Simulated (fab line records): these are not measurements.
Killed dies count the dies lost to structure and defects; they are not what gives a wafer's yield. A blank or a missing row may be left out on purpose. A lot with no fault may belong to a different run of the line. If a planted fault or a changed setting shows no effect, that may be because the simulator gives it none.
Struck lot and sound lot, side by side | flow berkeley_cmos170 | 14 steps out of a route of 331
Sound: these wafers, L343.3, L343.4, L343.6. Wafers struck: L349.1, L349.3, L349.4. The cause is given at the end.
Order at every step that has rows: each side's tool, ch and its chambers, its first start. Under that, the readings that differ: sound wafers | struck wafers | difference of the means | sigmas: that difference in standard deviations of wafers without a fault.
alike: readings with means less than 2 such deviations apart, plus words and numbers identical on both sides. not compared: withheld readings, readings lacking a value on some wafer, bounds such as >300 that could conceal the same value, and numbers that have no deviation in the record and whose values overlap.
A row with sigmas, a row that says differs or no value, or rows on one side alone: a step with any of these is where the two part. Numbers that don't overlap but have no deviation are shown without sigmas and don't part them. A reading that every wafer of one side lacks parts them only if that side has two wafers or more.

first, 1 step without rows for these wafers: UCB170_SILICIDE_PRE_CLEAN_00 (preclean etch time 60 s).
UCB170_SILICIDE_SPUTTER_01: material Ti, target thk 30 nm, time 25 s.
  struck on pvd_sputter-04, day 8 16:47; sound on pvd_sputter-02, day 7 14:23
  alike: throttle_valve_pct
UCB170_SILICIDE_RS_MEAS_02: a four-point-probe measurement.
  struck on film_metro-04, day 8 16:49; sound on film_metro-03, day 7 14:27
  alike: SILICIDE_TI_RS
UCB170_SILICIDE_THK_MEAS_03: measures by xrf.
  struck on film_metro-04, day 8 16:56; sound on film_metro-03, day 7 14:33
  alike: SILICIDE_TI_THK
UCB170_SILICIDE_RTA_04: time 15 s.
  sound on rtp_anneal-01 ch 0, day 7 14:37; struck on rtp_anneal-02 ch 0, day 8 17:00
  reading            | sound          | struck         | difference | sigmas
  lamp_power_pct (%) | 11.5 11.5 11.5 | 13.0 13.0 13.0 | +1.5       | +2
  alike: wafer_temp_C_max
then, 3 steps without rows for these wafers: UCB170_SILICIDE_WET_ETCH_05 (etches Ti in SPM, time 45 s); UCB170_CONTACT_CLEAN_00 (cleans in SPM, time 600 s); UCB170_CONTACT_CVD_01 (deposits PSG from SiH4/O2/PH3, target thk 700 nm, time 2820 s).
UCB170_CONTACT_THK_MEAS_02:
  struck on film_metro-03, day 8 19:04; sound on film_metro-04, day 7 16:47
  alike: CONTACT_PSG_THK
then, 3 steps without rows for these wafers: UCB170_CONTACT_HMDS_03 (prime time 60 s); UCB170_CONTACT_COAT_04 (resist thk 900 nm); UCB170_CONTACT_SOFTBAKE_05 (time 60 s).
UCB170_CONTACT_STRIP_06: strips in O2.
  sound on plasma_asher-03 ch 0,1, day 7 17:19; struck on plasma_asher-02 ch 0,1, day 8 19:38
  no value came back on the struck wafers for chamber_pressure_mTorr (mTorr), drypump_motor_current_A (A), oes_product_au (a.u.), strip_time_to_endpoint_s (s); on the sound wafers chamber_pressure_mTorr (mTorr) reads 3496 3502 3498
  reading                                  | sound | struck        | difference | sigmas
  model.KrF_of_CONTACT_COAT_04.thk_nm (nm) | 0 0 0 | 904 902 905.2 | +904       |
  not compared: rf_hours_counter_h
then, 1 step without rows for these wafers: UCB170_CONTACT_CLEAN_07 (cleans in SPM, time 600 s).

## WHERE THEY PART
Earliest at UCB170_SILICIDE_RTA_04; latest, in this record, at UCB170_CONTACT_STRIP_06.

WHY: whatever the simulator had introduced
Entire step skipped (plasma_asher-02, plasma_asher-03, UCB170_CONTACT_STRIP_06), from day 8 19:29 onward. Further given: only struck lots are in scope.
